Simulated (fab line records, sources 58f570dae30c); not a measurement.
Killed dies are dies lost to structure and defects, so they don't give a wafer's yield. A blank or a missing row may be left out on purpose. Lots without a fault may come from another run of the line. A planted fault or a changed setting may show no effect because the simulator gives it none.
Chamber matching | flow berkeley_cmos170 | UCB170_GATE_ETCH_15 on rie_si-01: 4 sister chambers
The step etches poly-Si in HBr/Cl2, stops on SiO2, time 56.3 s, target depth 278.2 nm. 4 wafers are shown with their chamber, then 7 later ones without.

WAFERS WITH THEIR CHAMBER
wafer  | chamber | throttle_valve_pct (%)
L257.2 | 2       | 26.5
L262.5 | 3       | 26.6
L265.2 | 0       | 26.0
L265.3 | 1       | 26.3

WAFERS WITHOUT THEIR CHAMBER
wafer  | throttle_valve_pct (%)
L265.5 | 26.3
L273.2 | 26.3
L273.4 | 26.0
L273.5 | 26.0
L274.1 | 26.0
L274.2 | 26.3
L274.3 | 26.7

WHICH CHAMBER EACH WENT THROUGH
wafer  | from the rows above | in truth
L265.5 | 1                   | 1
L273.2 | 1                   | 1
L273.4 | 0                   | 0
L273.5 | 0                   | 0
L274.1 | 0                   | 0
L274.2 | 1                   | 1
L274.3 | 3                   | 3
Placed correctly: 7 of 7. Can't be placed from these rows: 0. Placed wrongly: 0.
How it was worked out, from the rows above alone: a wafer's distance from a chamber is the root of the sum, over the readings, of the square of ((its reading less the chamber's mean) divided by the reading's scatter). The wafer belongs to the nearest chamber; if the next one is less than 2 further off, it can't be placed. A chamber's mean is the mean of its shown wafers. The scatter: with one shown wafer a chamber, the root of the mean of the squares of how far each hidden wafer lies from its nearest shown one.
